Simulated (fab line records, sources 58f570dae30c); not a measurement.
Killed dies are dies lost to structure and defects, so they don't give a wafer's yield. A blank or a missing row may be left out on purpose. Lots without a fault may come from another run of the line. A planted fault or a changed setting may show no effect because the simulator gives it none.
fab line records | flow berkeley_cmos170
record lots=7 wafers=21 last_day=13
route steps=331 shown M2@271
lots that met no fault: from a run of the same line without faults
start_h: hours from the record's first day to the start of the lot's first wafer shown | wait_h: hours since the lot's step before | " the same as in the row above | L1.1+2: a row that stands for several wafers | - no value, or no start given | * or withheld: withheld | < > ~ a bound
route shown NAME@n: a module of which the file shows steps, and the number in the route of the first | usual: mean/standard deviation of fault-free wafers | same: alike in all rows | chamber/n: place in a boat | sites: the reading at each site | _std_site: their standard deviation | _edge_site: outer sites' mean less inner sites' | radius_mm: how far each site lies from the wafer's centre | mask NAME#n: copy n | behind: the tool/chamber that last shaped the wafer | hold: why the lot was held/for how many hours/how that ended | device: the transistor (n, p or np) that didn't switch | end of line: the same wafers' tests at the end of the route | a step without rows: its recipe alone | killed: dies lost to structure and defects at the first sort, not the wafer's yield | map: a wafer's dies, x killed, . not, _ none there
set.NAME: the setting as run; set.NAME@STEP: as run at that earlier step | model.NAME: the simulator's own value behind a step, which no gauge read
lots at some steps of the route; a table a step, a row a wafer
services: from which hour (start_h, from the record's first day; less than 0 if before it) a tool's chamber was out of use, for how many hours, and why
## steps
# step UCB170_M2_PRE_CLEAN_00
# recipe gas=Ar preclean_etch_time_s=60
# step UCB170_M2_SPUTTER_01
# recipe material=Al target_thk_nm=900 time_s=120 power_w=6000 chamber_pressure_pa=0.5
# usual throttle_valve_pct=28.9/0.98
# columns lot.wafer tool chamber start_h wait_h throttle_valve_pct
L283.1 pvd_sputter-03 - 212.63 0.0 29.7
L283.2 " - " " 29.0
L283.5 " - " " 29.0
L286.1 pvd_sputter-04 - 230.14 0.0 29.9
L286.3 " - " " 29.4
L286.5 " - " " 29.3
L290.2 pvd_sputter-03 - 255.45 0.0 29.0
L290.4 " - " " 29.5
L290.5 " - " " 29.3
L292.1 pvd_sputter-04 - 257.99 0.0 29.3
L292.2 " - " " 30.0
L292.4 " - " " 28.1
L291.1 pvd_sputter-01 - 259.05 0.0 27.0
L291.4 " - " " 29.3
L291.5 " - " " 27.1
L294.3 pvd_sputter-04 - 274.58 0.0 29.9
L294.4 " - " " 30.1
L294.5 " - " " 30.0
L298.1 pvd_sputter-03 - 309.38 0.0 29.5
L298.5 " - " " 29.0
L298.6 " - " " 29.5
# step UCB170_M2_RS_MEAS_02
# recipe thk_meas_gauge=four-point-probe reads=Al_of_M2_SPUTTER_01
# usual M2_AL_RS=0.0324/0.00027
# columns lot.wafer tool chamber start_h wait_h M2_AL_RS[ohm/sq]
L283.1 film_metro-03 - 212.72 0.0 0.03291
L283.2 " - " " 0.03268
L283.5 " - " " 0.03279
L286.1 film_metro-02 - 230.22 0.0 0.03231
L286.3 " - " " 0.03239
L286.5 " - " " 0.03267
L290.2 film_metro-02 - 255.56 0.1 0.03246
L290.4 " - " " 0.03199
L290.5 " - " " 0.03164
L292.1 film_metro-02 - 258.08 0.0 0.03253
L292.2 " - " " 0.03263
L292.4 " - " " 0.03264
L291.1 film_metro-03 - 259.14 0.0 0.03234
L291.4 " - " " 0.03258
L291.5 " - " " 0.0324
L294.3 film_metro-03 - 274.70 0.1 0.03247
L294.4 " - " " 0.03262
L294.5 " - " " 0.03301
L298.1 film_metro-02 - 309.46 0.0 0.03206
L298.5 " - " " 0.03251
L298.6 " - " " 0.03183
# step UCB170_M2_THK_MEAS_03
# recipe thk_meas_gauge=xrf reads=Al_of_M2_SPUTTER_01
# usual M2_AL_THK=880/9.1
# columns lot.wafer tool chamber start_h wait_h M2_AL_THK[nm]
L283.1 film_metro-03 - 212.84 0.1 869
L283.2 " - " " 874
L283.5 " - " " 875
L286.1 film_metro-02 - 230.34 0.1 882
L286.3 " - " " 871
L286.5 " - " " 866
L290.2 film_metro-02 - 255.67 0.1 870
L290.4 " - " " 887
L290.5 " - " " 894
L292.1 film_metro-02 - 258.20 0.1 873
L292.2 " - " " 869
L292.4 " - " " 874
L291.1 film_metro-03 - 259.26 0.1 882
L291.4 " - " " 882
L291.5 " - " " 880
L294.3 film_metro-03 - 274.80 0.1 883
L294.4 " - " " 872
L294.5 " - " " 867
L298.1 film_metro-02 - 309.58 0.1 884
L298.5 " - " " 870
L298.6 " - " " 895
# step UCB170_M2_HMDS_04
# recipe prime_time_s=60 prime_temp_c=100
# step UCB170_M2_COAT_05
# recipe resist=KrF spin_rpm=1500 resist_thk_nm=900
# step UCB170_M2_SOFTBAKE_06
# recipe resist=KrF temp_c=130 time_s=60
# step UCB170_M2_STRIP_07
# recipe chemistry=O2 power_w=400 pressure_mtorr=3500 platen_temp_c=withheld o2_flow_sccm=400 overash_fraction=0.5
# usual drypump_motor_current_A=5.6/0.32 oes_product_au=0.735/0.0047 strip_time_to_endpoint_s=21.97/0.062
# columns lot.wafer tool chamber start_h wait_h drypump_motor_current_A oes_product_au rf_hours_counter_h strip_time_to_endpoint_s
L283.1 plasma_asher-04 0 213.60 0.1 5.4 0.741 47 21.97
L283.2 " 1 " " 5.3 0.725 47 22.02
L283.5 " 1 " " 5.3 0.736 - 22.04
L286.1 plasma_asher-04 1 231.03 0.1 5.3 0.734 49 21.99
L286.3 " 0 " " 5.4 0.737 - 21.91
L286.5 " 0 " " 5.4 0.740 - 22.00
L290.2 plasma_asher-01 0 256.17 0.1 5.7 0.738 46 21.97
L290.4 " 0 " " 5.7 0.735 - 21.89
L290.5 " 0 " " 5.7 0.731 - 21.92
L292.1 plasma_asher-01 1 258.79 0.1 5.2 0.733 46 21.90
L292.2 " 0 " " 5.7 0.740 46 21.89
L292.4 " 1 " " 5.2 0.732 - 21.86
L291.1 plasma_asher-01 1 260.07 0.1 5.2 0.735 46 22.07
L291.4 " 1 " " 5.2 0.725 - 22.01
L291.5 " 0 " " 5.7 0.732 - 21.91
L294.3 plasma_asher-04 0 275.32 0.1 5.4 0.729 - 21.96
L294.4 " 1 " " 5.3 0.742 - 22.00
L294.5 " 0 " " 5.4 0.739 - 21.97
L298.1 plasma_asher-03 0 310.09 0.1 5.9 0.735 20 22.07
L298.5 " 0 " " 5.9 0.735 - 22.01
L298.6 " 1 " " 6.1 0.733 - 22.07
# step UCB170_M2_STRIP_08
# recipe chemistry=DMSO temp_c=80 time_s=600 material=KrF
# step UCB170_M2_COAT_09
# recipe resist=BARC temp_c=withheld time_s=withheld spin_rpm=3000 resist_thk_nm=withheld
# step UCB170_M2_COAT_10
# recipe resist=KrF spin_rpm=1500 resist_thk_nm=900
# step UCB170_M2_SOFTBAKE_11
# recipe resist=KrF temp_c=130 time_s=60
# step UCB170_M2_EXPOSE_12
# recipe mask_id=METAL2 target_cd_nm=700 na=0.5 sigma_outer=0.6 source_shape=conventional dose_mj=26
# usual exposure_dose_mJ_cm2=26.03/0.086 focus_offset_nm=0.0/0.54
# columns lot.wafer tool chamber start_h wait_h mask exposure_dose_mJ_cm2 focus_offset_nm
L283.1 krf_scanner-01 0 215.18 - METAL2#0 25.94 -0.1
L283.2 " 0 " " METAL2#0 25.92 0.4
L283.5 " 0 " " METAL2#0 25.95 -0.2
L286.1 krf_scanner-01 0 232.31 - METAL2#0 25.97 0.2
L286.3 " 0 " " METAL2#0 25.99 -1.1
L286.5 " 0 " " METAL2#0 25.96 -1.6
L290.2 krf_scanner-01 - 257.18 - METAL2#0 - -
L290.4 " - " " METAL2#0 - -
L290.5 " - " " METAL2#0 - -
L292.1 krf_scanner-02 - 259.96 - METAL2#0 - -
L292.2 " - " " METAL2#0 - -
L292.4 " - " " METAL2#0 - -
L291.1 krf_scanner-01 - 261.37 - METAL2#0 - -
L291.4 " - " " METAL2#0 - -
L291.5 " - " " METAL2#0 - -
L294.3 krf_scanner-02 0 276.37 - METAL2#0 26.14 -0.6
L294.4 " 0 " " METAL2#0 26.12 -0.5
L294.5 " 0 " " METAL2#0 26.16 0.0
L298.1 krf_scanner-02 0 311.54 - METAL2#0 26.17 0.5
L298.5 " 0 " " METAL2#0 26.18 -0.4
L298.6 " 0 " " METAL2#0 26.17 -0.9
# step UCB170_M2_PEB_13
# recipe peb_temp_c=130 peb_time_s=withheld resist=KrF
## services
# columns tool chamber start_h hours kind
krf_scanner-01 - 191.35 1.0 pm
krf_scanner-01 - 221.00 0.4 repair
krf_scanner-02 - 229.38 - calibration
krf_scanner-02 0 236.64 - calibration
pvd_sputter-03 - 238.28 3.5 repair
krf_scanner-01 - 241.12 0.9 repair
krf_scanner-02 - 244.04 0.8 pm
krf_scanner-01 0 248.09 - calibration
plasma_asher-04 - 257.70 1.3 repair
krf_scanner-02 - 279.58 3.6 pm
krf_scanner-01 - 298.55 0.8 pm
pvd_sputter-01 - 298.67 1.1 repair
krf_scanner-02 - 299.38 1.3 pm
pvd_sputter-03 - 300.23 1.0 repair
krf_scanner-01 - 307.66 0.4 repair
pvd_sputter-01 - 308.43 1.1 repair
## key
first_sign step=UCB170_M2_EXPOSE_12 reading=tool_record direction=missing
effect none on later readings
met_at UCB170_M2_EXPOSE_12
struck_wafers L290.2,L290.4,L290.5,L291.1,L291.4,L291.5,L292.1,L292.2,L292.4
later_rows_left_out L290.2,L290.4,L290.5,L291.1,L291.4,L291.5,L292.1,L292.2,L292.4
sort_left_out L290.2,L290.4,L290.5,L291.1,L291.4,L291.5,L292.1,L292.2,L292.4
onset_between 232.31 257.18
fault kind=skipped_step_whole tool=krf_scanner-01,krf_scanner-02 chamber=- onset_h=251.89 steps=UCB170_M2_EXPOSE_12 scope=struck_lots_only
# sort_left_out: the simulated sort isn't trusted on such a fault, so these wafers' sort isn't shown, and their yield isn't known
# later_rows_left_out: the simulator's readings of these wafers behind a module that went badly wrong aren't trusted and aren't shown, but for the sort
